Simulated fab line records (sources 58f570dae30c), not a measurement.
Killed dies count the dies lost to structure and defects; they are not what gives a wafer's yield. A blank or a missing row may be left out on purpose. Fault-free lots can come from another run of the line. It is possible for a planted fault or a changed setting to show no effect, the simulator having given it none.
The tool behind it: which one?	flow berkeley_cmos170	42 wafers from 14 lots sampled at 4 of the route's 331 steps

== WHAT THE GAUGES SHOWED, per wafer ==
UCB170_NSD_TW_MEAS_10.
lot	measured	on	NSD_TW
L162	day 8 03:43	film_metro-01	4156 4165 4168
L163	day 8 04:06	film_metro-03	4088 4100 4094
L165	day 8 10:01	film_metro-02	4158 4144 4165
L167	day 9 05:17	film_metro-01	4170 4138 4147
L169	day 9 05:50	film_metro-02	4165 4163 4179
L168	day 9 06:17	film_metro-02	4175 4186 4167
L170	day 10 03:15	film_metro-02	4147 4163 4137
L171	day 10 03:14	film_metro-01	4171 4146 4139
L173	day 10 21:24	film_metro-03	3109 3120 3118
L174	day 10 21:41	film_metro-02	3109 3131 3117
L181	day 12 09:01	film_metro-03	4097 4105 4112
L182	day 12 10:18	film_metro-03	4103 4106 4102
L183	day 12 10:43	film_metro-01	4141 4165 4173
L185	day 12 21:22	film_metro-02	4135 4142 4158

UCB170_SDANNEAL_RS_MEAS_03: measurement is done with a four-point probe.
lot	measured	on	NSD_RS (ohm/sq)
L162	day 8 04:58	film_metro-02	37.46 37.39 37.39
L163	day 8 05:25	film_metro-01	37.08 37.17 37.13
L165	day 8 11:21	film_metro-01	37.22 37.27 37.24
L167	day 9 07:25	film_metro-01	37.22 37.28 37.17
L169	day 9 07:59	film_metro-03	37.31 37.28 37.35
L168	day 9 08:35	film_metro-03	37.19 37.13 37.16
L170	day 10 04:35	film_metro-03	37.17 37.20 37.17
L171	day 10 04:38	film_metro-02	37.29 37.21 37.20
L173	day 10 22:40	film_metro-03	117.26 116.63 116.60
L174	day 10 23:11	film_metro-01	118.82 119.04 118.76
L181	day 12 10:44	film_metro-03	37.25 37.31 37.24
L182	day 12 11:49	film_metro-01	37.17 37.24 37.21
L183	day 12 12:30	film_metro-01	37.03 37.17 37.20
L185	day 12 22:35	film_metro-01	37.21 37.12 37.04

== WHAT TOOL EACH LOT RAN ON (gives the tool, then ch and the chambers of the sampled wafers, and finally the start) ==
lot	UCB170_NSD_IMPLANT_08	UCB170_NSD_STRIP_09
L162	implanter-02 ch 0, day 8 03:28	plasma_asher-03 ch 0,1, day 8 03:37
L163	implanter-04 ch 0, day 8 03:51	plasma_asher-02 ch 0,1, day 8 04:00
L165	implanter-04 ch 0, day 8 09:46	plasma_asher-03 ch 0,1, day 8 09:55
L167	implanter-02 ch 0, day 9 05:02	plasma_asher-03 ch 0,1, day 9 05:11
L169	implanter-04 ch 0, day 9 05:35	plasma_asher-01 ch 0,1, day 9 05:44
L168	implanter-02 ch 0, day 9 06:05	plasma_asher-03 ch 0,1, day 9 06:11
L170	implanter-02 ch 0, day 10 03:00	plasma_asher-03 ch 0,1, day 10 03:09
L171	implanter-04 ch 0, day 10 03:01	plasma_asher-02 ch 0,1, day 10 03:09
L173	implanter-04 ch 0, day 10 21:11	plasma_asher-03 ch 0,1, day 10 21:19
L174	implanter-04 ch 0, day 10 21:28	plasma_asher-03 ch 0,1, day 10 21:35
L181	implanter-03 ch 0, day 12 08:46	plasma_asher-03 ch 0,1, day 12 08:55
L182	implanter-03 ch 0, day 12 10:03	plasma_asher-02 ch 0,1, day 12 10:12
L183	implanter-02 ch 0, day 12 10:28	plasma_asher-02 ch 0,1, day 12 10:37
L185	implanter-02 ch 0, day 12 21:07	plasma_asher-03 ch 0,1, day 12 21:16
- UCB170_NSD_IMPLANT_08
- UCB170_NSD_STRIP_09: strips in O2.

== AS READ BY THE TOOLS THEMSELVES (means over the sampled wafers that have a number; for cases with no such wafer, the mark the record gives instead) ==
UCB170_NSD_IMPLANT_08.
lot	tool	beam_on_s (s)	dose_ions_cm2	end_station_pressure_torr (Torr)	faraday_current_uA
L162	implanter-02	10.00	3e+15	1.24e-05	9225
L163	implanter-04	10.09	3e+15	1.27e-05	9176
L165	implanter-04	9.83	3e+15	1.22e-05	9400
L167	implanter-02	10.06	3e+15	1.26e-05	9220
L169	implanter-04	10.04	3e+15	1.24e-05	9205
L168	implanter-02	9.99	3e+15	1.30e-05	9285
L170	implanter-02	10.15	3e+15	1.29e-05	9118
L171	implanter-04	9.96	3e+15	1.31e-05	9296
L173	implanter-04	9.87	6e+14	6.83e-06	1907
L174	implanter-04	9.88	6e+14	6.03e-06	1906
L181	implanter-03	9.87	3e+15	1.28e-05	9355
L182	implanter-03	10.10	3e+15	1.28e-05	9193
L183	implanter-02	9.89	3e+15	1.25e-05	9355
L185	implanter-02	9.98	3e+15	1.28e-05	9296

UCB170_NSD_STRIP_09.
lot	tool	drypump_motor_current_A (A)	oes_product_au (a.u.)	strip_time_to_endpoint_s (s)
L162	plasma_asher-03	6.0	0.536	35.65
L163	plasma_asher-02	6.0	0.535	35.82
L165	plasma_asher-03	6.0	0.537	35.90
L167	plasma_asher-03	6.0	0.539	35.78
L169	plasma_asher-01	5.9	0.534	35.80
L168	plasma_asher-03	6.3	0.531	35.82
L170	plasma_asher-03	6.0	0.533	35.78
L171	plasma_asher-02	6.0	0.536	35.79
L173	plasma_asher-03	6.0	0.695	23.29
L174	plasma_asher-03	6.3	0.700	23.12
L181	plasma_asher-03	6.3	0.533	35.80
L182	plasma_asher-02	6.0	0.533	35.78
L183	plasma_asher-02	6.0	0.535	35.75
L185	plasma_asher-03	6.3	0.532	35.74

== THE ANSWER, worked out from the rows above alone ==
Rule: what is usual is taken from the lots themselves. The widest of any qualifying gaps counts: lots, ordered by their means at a reading, are off when they make up no more than a third of the lots, leave a main group of 4 or more, and stand apart from it by 3 or more times the standard deviation of that group's means. The tables above print the reading to a certain number of digits; a main group whose means all agree to those digits is not used. A lot without any number at a reading at which 4 lots or more have one is off too. Any other lot the step has rows for is counted as sound. First the gauges in route order, then the tools' own readings, where a lot's mean is used as printed above. The first step at which some lot is off is used, and at that step the reading that is off furthest; a lot without a number counts as furthest.
Off: L173, L174, at UCB170_NSD_TW_MEAS_10 (NSD_TW). For the main group the mean is 4144 and the standard deviation 26.
If a tool, at a process step before that reading, ran all the lots that are off and no sound lot after the first of them, it fits. Not tried: the gauges at UCB170_NSD_TW_MEAS_10; whatever is off there is also off at UCB170_NSD_IMPLANT_08, on other tools, and gauge error can't account for it. One fits: UCB170_NSD_IMPLANT_08 on implanter-04. A fault onset in the window from L171 (day 10 03:01, its last sound lot) to L173 (day 10 21:11, its first lot off) fits.
The tool's own readings at UCB170_NSD_IMPLANT_08 bear it out: on the lots that are off they differ by more than 5 times the standard deviation of the sound lots' means. dose_ions_cm2 reads 6e+14 there against 3e+15 on the sound lots; end_station_pressure_torr reads 6.43e-06 Torr there against 1.27e-05 Torr on the sound lots; faraday_current_uA reads 1906 there against 9260 on the sound lots.

== WHAT WAS PUT IN BY THE SIMULATOR ==
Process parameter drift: implanter-04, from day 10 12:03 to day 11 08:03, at UCB170_NSD_IMPLANT_08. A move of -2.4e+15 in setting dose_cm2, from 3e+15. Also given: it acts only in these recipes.
Shown lots that were struck: L173, L174. The rule above reached the same finding.
